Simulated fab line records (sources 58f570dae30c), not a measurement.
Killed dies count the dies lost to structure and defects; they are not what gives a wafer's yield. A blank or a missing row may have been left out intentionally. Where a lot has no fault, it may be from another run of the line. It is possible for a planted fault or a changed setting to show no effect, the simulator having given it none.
Split-lot trial / flow berkeley-cmos170 / 23 wafers read from 5 lots, route of 331 steps

## SPLIT DETAILS
At UCB170_START_OXIDATION_02 (target thk 20 nm, ox time 1800 s), the setting ox-time-s was moved away from the recipe's 1800 s on 15 of the 23 wafers read, by -9.6% to +13.5%. All remaining wafers had this setting at the recipe value.

No step appears in the file between the split and the reading.

## THE READING
Values of START_OXIDE_THK in nm from UCB170_START_THK_MEAS_03. A value of 20.1 nm with a standard deviation of 0.32 nm is what fault-free wafers of this fab line usually give.

wafer=L075.2; tool, chamber at the split=-, -; ox-time-s as run, s=2002; against the recipe=+11.2%; START_OXIDE_THK, nm=21.3; against lot-mates on the recipe=no lot-mate on the recipe
wafer=L075.3; tool, chamber at the split=-, -; ox-time-s as run, s=2002; against the recipe=+11.2%; START_OXIDE_THK, nm=21.4; against lot-mates on the recipe=no lot-mate on the recipe
wafer=L075.4; tool, chamber at the split=-, -; ox-time-s as run, s=2002; against the recipe=+11.2%; START_OXIDE_THK, nm=21.5; against lot-mates on the recipe=no lot-mate on the recipe
wafer=L075.5; tool, chamber at the split=-, -; ox-time-s as run, s=2002; against the recipe=+11.2%; START_OXIDE_THK, nm=21.6; against lot-mates on the recipe=no lot-mate on the recipe
wafer=L075.6; tool, chamber at the split=-, -; ox-time-s as run, s=2002; against the recipe=+11.2%; START_OXIDE_THK, nm=21.2; against lot-mates on the recipe=no lot-mate on the recipe
wafer=L077.1; tool, chamber at the split=-, -; ox-time-s as run, s=1627; against the recipe=-9.6%; START_OXIDE_THK, nm=18.8; against lot-mates on the recipe=no lot-mate on the recipe
wafer=L077.2; tool, chamber at the split=-, -; ox-time-s as run, s=1627; against the recipe=-9.6%; START_OXIDE_THK, nm=18.8; against lot-mates on the recipe=no lot-mate on the recipe
wafer=L077.3; tool, chamber at the split=-, -; ox-time-s as run, s=1627; against the recipe=-9.6%; START_OXIDE_THK, nm=18.9; against lot-mates on the recipe=no lot-mate on the recipe
wafer=L077.4; tool, chamber at the split=-, -; ox-time-s as run, s=1627; against the recipe=-9.6%; START_OXIDE_THK, nm=18.8; against lot-mates on the recipe=no lot-mate on the recipe
wafer=L077.6; tool, chamber at the split=-, -; ox-time-s as run, s=1627; against the recipe=-9.6%; START_OXIDE_THK, nm=19.2; against lot-mates on the recipe=no lot-mate on the recipe
wafer=L078.1; tool, chamber at the split=-, -; ox-time-s as run, s=2043; against the recipe=+13.5%; START_OXIDE_THK, nm=21.3; against lot-mates on the recipe=no lot-mate on the recipe
wafer=L078.2; tool, chamber at the split=-, -; ox-time-s as run, s=2043; against the recipe=+13.5%; START_OXIDE_THK, nm=21.2; against lot-mates on the recipe=no lot-mate on the recipe
wafer=L078.3; tool, chamber at the split=-, -; ox-time-s as run, s=2043; against the recipe=+13.5%; START_OXIDE_THK, nm=21.5; against lot-mates on the recipe=no lot-mate on the recipe
wafer=L078.4; tool, chamber at the split=-, -; ox-time-s as run, s=2043; against the recipe=+13.5%; START_OXIDE_THK, nm=21.5; against lot-mates on the recipe=no lot-mate on the recipe
wafer=L078.5; tool, chamber at the split=-, -; ox-time-s as run, s=2043; against the recipe=+13.5%; START_OXIDE_THK, nm=21.4; against lot-mates on the recipe=no lot-mate on the recipe
wafer=L081.3; tool, chamber at the split=furnace-04, 0; ox-time-s as run, s=1800; against the recipe=recipe; START_OXIDE_THK, nm=20.4; against lot-mates on the recipe=-
wafer=L081.5; tool, chamber at the split=furnace-04, 0; ox-time-s as run, s=1800; against the recipe=recipe; START_OXIDE_THK, nm=20.7; against lot-mates on the recipe=-
wafer=L081.6; tool, chamber at the split=furnace-04, 0; ox-time-s as run, s=1800; against the recipe=recipe; START_OXIDE_THK, nm=20.5; against lot-mates on the recipe=-
wafer=L085.1; tool, chamber at the split=-, -; ox-time-s as run, s=1800; against the recipe=recipe; START_OXIDE_THK, nm=20.1; against lot-mates on the recipe=-
wafer=L085.2; tool, chamber at the split=-, -; ox-time-s as run, s=1800; against the recipe=recipe; START_OXIDE_THK, nm=19.5; against lot-mates on the recipe=-
wafer=L085.3; tool, chamber at the split=-, -; ox-time-s as run, s=1800; against the recipe=recipe; START_OXIDE_THK, nm=20.1; against lot-mates on the recipe=-
wafer=L085.5; tool, chamber at the split=-, -; ox-time-s as run, s=1800; against the recipe=recipe; START_OXIDE_THK, nm=20.3; against lot-mates on the recipe=-
wafer=L085.6; tool, chamber at the split=-, -; ox-time-s as run, s=1800; against the recipe=recipe; START_OXIDE_THK, nm=20.0; against lot-mates on the recipe=-

THE FIT
A straight line over all 23 wafers: START_OXIDE_THK changes by +0.109 nm for each +1% of ox-time-s; r = +0.96; the points scatter about the line by 0.28 nm.
Too few moved wafers have a lot-mate on the recipe to fit a line with each lot's own level taken away.

## THE WHOLE CHAIN: every reading that the file lists as answering this split, in the file's order
step=UCB170_START_OXIDATION_02; what it does=target thk 20 nm, ox time 1800 s; reading=SiO2_of_START_OXIDATION_02.thk-nm (the simulator's own value, which no gauge read); change (the file's fit)=+0.11 nm for each +1% of the setting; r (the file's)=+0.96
step=UCB170_START_THK_MEAS_03; what it does=; reading=START_OXIDE_THK; change (the file's fit)=+0.11 for each +1% of the setting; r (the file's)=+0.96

## THE FILE'S OWN FIT
START_OXIDE_THK changes by +0.11 nm for each +1% of ox-time-s, r = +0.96.
